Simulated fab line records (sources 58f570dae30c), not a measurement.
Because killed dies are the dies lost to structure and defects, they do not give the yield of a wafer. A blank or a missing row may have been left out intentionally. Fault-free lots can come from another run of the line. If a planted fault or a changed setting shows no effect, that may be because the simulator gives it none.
Split-lot experiment | flow berkeley-cmos170 | 23 wafers read across 5 lots, on a route 331 steps long

## SPLIT DETAILS
At UCB170_M3_SPUTTER_01 (material Al, target thk 900 nm, time 120 s), the setting time-s was moved away from the recipe's 120 s on 9 of the 23 wafers read, by -7.1% to +14.7%. For the rest of the wafers, this setting stayed at what the recipe calls for.

## THE PATH FROM SPLIT TO READING: the file shows 1 step between them
- UCB170_M3_RS_MEAS_02: measures by four-point-probe

## THE READING
M3_AL_THK, in nm, at UCB170_M3_THK_MEAS_03 (measures by xrf). A value of 919 nm with a standard deviation of 12 nm is what fault-free wafers of this fab line usually give.

wafer  | tool, chamber at the split | time-s as run, s | against the recipe | M3_AL_THK, nm | against lot-mates on the recipe
L075.1 | pvd-sputter-02, -          | 120              | recipe             | 929           | -
L075.2 | pvd-sputter-02, -          | 120              | recipe             | 929           | -
L075.3 | pvd-sputter-02, -          | 120              | recipe             | 925           | -
L075.4 | pvd-sputter-02, -          | 120              | recipe             | 927           | -
L075.5 | pvd-sputter-02, -          | 120              | recipe             | 938           | -
L079.1 | pvd-sputter-02, -          | 137.6            | +14.7%             | 1075          | +147
L079.2 | pvd-sputter-02, -          | 120              | recipe             | 926           | -
L079.3 | pvd-sputter-02, -          | 137.6            | +14.7%             | 1063          | +135
L079.4 | pvd-sputter-02, -          | 120              | recipe             | 930           | -
L079.5 | pvd-sputter-02, -          | 137.6            | +14.7%             | 1068          | +140
L080.1 | pvd-sputter-01, -          | 115.5            | -3.7%              | 871           | -50
L080.3 | pvd-sputter-01, -          | 115.5            | -3.7%              | 884           | -37
L080.4 | pvd-sputter-01, -          | 115.5            | -3.7%              | 879           | -42
L080.5 | pvd-sputter-01, -          | 120              | recipe             | 914           | -
L080.6 | pvd-sputter-01, -          | 120              | recipe             | 928           | -
L081.2 | pvd-sputter-04, -          | 120              | recipe             | 935           | -
L081.4 | pvd-sputter-04, -          | 120              | recipe             | 929           | -
L081.5 | pvd-sputter-04, -          | 120              | recipe             | 935           | -
L085.1 | pvd-sputter-04, -          | 111.5            | -7.1%              | 848           | -72
L085.2 | pvd-sputter-04, -          | 120              | recipe             | 919           | -
L085.3 | pvd-sputter-04, -          | 111.5            | -7.1%              | 855           | -64
L085.4 | pvd-sputter-04, -          | 111.5            | -7.1%              | 842           | -78
L085.5 | pvd-sputter-04, -          | 120              | recipe             | 920           | -

THE FIT
A straight line over all 23 wafers: M3_AL_THK changes by +10.1 nm for each +1% of time-s; r = +0.99; the points scatter about the line by 7.7 nm.
The same after taking each lot's own level away (the mean of its wafers on the recipe; 23 wafers): +9.79 nm for each +1%; r = +1.00; scatter 5.3 nm.
That fit puts the effect of the largest move of time-s on the reading at 1.4e+02 nm.
The span of the lots' own levels, 919.5 to 933.0 nm, comes to 1.1 times the standard deviation stated above.
Hence the lot-to-lot level has little effect on the slope; both slopes agree.
Check: +140 nm against its lot-mates is what the line predicts for one of the wafers moved furthest among these (+14.7%) when that wafer is left out of the fit. It came out at +147 nm against them.

## THE OTHER SPLITS THESE WAFERS WENT THROUGH
Other splits were also applied to these wafers ahead of the reading. Each is held against what the fit with the lots' levels taken away leaves over:
other split on the same wafers       | wafers away from the commonest value | r with M3_AL_THK (lot level and that fit taken away)
UCB170_PSD_IMPLANT_08 energy-kev     | 8                                    | -0.01
UCB170_NSD_IMPLANT_08 energy-kev     | 9                                    | -0.05
UCB170_BACKSIDE_SOFTBAKE_02 time-s   | 8                                    | -0.08
UCB170_CONTACT_CVD_01 sih4-flow-sccm | 10                                   | +0.08
UCB170_V1_CMP_02 leave-above-ref-nm  | 9                                    | +0.14
UCB170_V1_PEB_10 peb-temp-c          | 4                                    | +0.12
UCB170_V2_COAT_07 resist-thk-nm      | 5                                    | +0.24

## THE WHOLE CHAIN: every reading that the file lists as answering this split, in the file's order
step                  | what it does                               | reading                                                                     | change (the file's fit)               | r (the file's)
UCB170_M3_SPUTTER_01  | material Al, target thk 900 nm, time 120 s | Al_of_M3_SPUTTER_01.thk-nm (the simulator's own value, which no gauge read) | +9.52 nm for each +1% of the setting  | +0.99
UCB170_M3_RS_MEAS_02  | measures by four-point-probe               | M3_AL_RS                                                                    | -0.000314 for each +1% of the setting | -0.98
UCB170_M3_THK_MEAS_03 | measures by xrf                            | M3_AL_THK                                                                   | +9.79 for each +1% of the setting     | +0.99

## THE FILE'S OWN FIT
M3_AL_THK changes by +9.79 nm for each +1% of time-s, r = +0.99.
